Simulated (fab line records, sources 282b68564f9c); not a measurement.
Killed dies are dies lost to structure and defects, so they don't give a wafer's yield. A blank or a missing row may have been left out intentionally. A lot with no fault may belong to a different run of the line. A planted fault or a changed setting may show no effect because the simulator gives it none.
The same fault as seen by 2 desks	flow ritCmos	numbers are kept per desk, each desk with only its own; the story behind them comes last

== METROLOGY DESK ==
Means of the sampled wafers that have a number, per lot and without regard to the tool the lot ran on: this is what the gauges read. If a lot's mean is further than 4 standard deviations from the usual mean, the lot is out of limits and carries the mark OUT (the distance appears in the brackets).
Columns: A = NLDD_TW at RIT_NLDD_TW_MEAS_10, usual 2461; B = NLDD_RS at RIT_SDANNEAL_RS_MEAS_07, usual 151.7 ohm/sq
lot	first seen here	A	B
L705	day 2 17:25	2471	151.9
L706	day 2 22:22	2471	151.7
L707	day 3 04:46	2454	151.4
L708	day 3 09:30	2451	152.3
L710	day 3 19:17	2447	151.4
L714	day 4 15:11	2471	151.6
L715	day 4 20:01	2493	151.0
L716	day 5 00:22	2461	153.0
L717	day 5 06:41	2469	151.1
L718	day 5 11:11	2461	151.5
L719	day 5 17:02	2402 (-4.2) OUT	162.7 (+19) OUT
L721	day 6 02:10	2408	160.6 (+16) OUT
L727	day 7 09:13	2457	151.4
L728	day 7 15:42	2458	151.8
This desk's result: L719, L721 out of limits, first on L719 (NLDD_TW at RIT_NLDD_TW_MEAS_10), day 5 17:02. L705, L706, L707, L708, L710, L714, L715, L716, L717, L718, L727, L728 stayed within limits.

== THE TOOL OWNER'S DESK: implanter-04 ==
For each lot that ran on this tool, the mean over its sampled wafers that have a number, from the tool's own readings at RIT_NLDD_IMPLANT_08. If a lot's mean is further than 4 standard deviations from the usual mean, the lot is out of limits and carries the mark OUT (the distance appears in the brackets).
Columns: A = doseIonsCm2 at RIT_NLDD_IMPLANT_08, usual 5e+14; B = endStationPressureTorr at RIT_NLDD_IMPLANT_08, usual 6.3e-06 Torr; C = faradayCurrentUA at RIT_NLDD_IMPLANT_08, usual 1572
lot	first seen here	A	B	C
L706	day 2 22:05	5e+14	6.6e-06	1599
L708	day 3 09:11	5e+14	6.3e-06	1523
L710	day 3 18:59	5e+14	6.1e-06	1576
L715	day 4 19:43	5e+14	6.3e-06	1559
L716	day 5 00:02	5e+14	6.3e-06	1591
L719	day 5 16:43	5e+14 (-74) OUT	6.2e-06	1467
L721	day 6 01:52	5e+14 (-73) OUT	6.2e-06	1431 (-4.3) OUT
Finding of this desk: L719, L721 out of limits; the first was L719 at day 5 16:43, on doseIonsCm2 at RIT_NLDD_IMPLANT_08. L706, L708, L710, L715, L716 stayed within limits.

== BROUGHT TOGETHER ==
An alarm could have come from the tool owner's desk at day 5 16:43, on L719, L721.
At day 5 17:02 the metrology desk could have sounded an alarm, on L719, L721.
On implanter-04, each named lot ran RIT_NLDD_IMPLANT_08.

== WHAT THE SIMULATOR HAD INSERTED ==
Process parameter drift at RIT_NLDD_IMPLANT_08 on implanter-04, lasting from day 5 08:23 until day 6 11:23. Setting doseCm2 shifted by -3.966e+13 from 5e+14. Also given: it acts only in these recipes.
Struck lots among those shown: L719, L721.
Counting hours from when the fault started, the first reading out of limits came at 8 for the tool owner's desk and at 9 for the metrology desk.
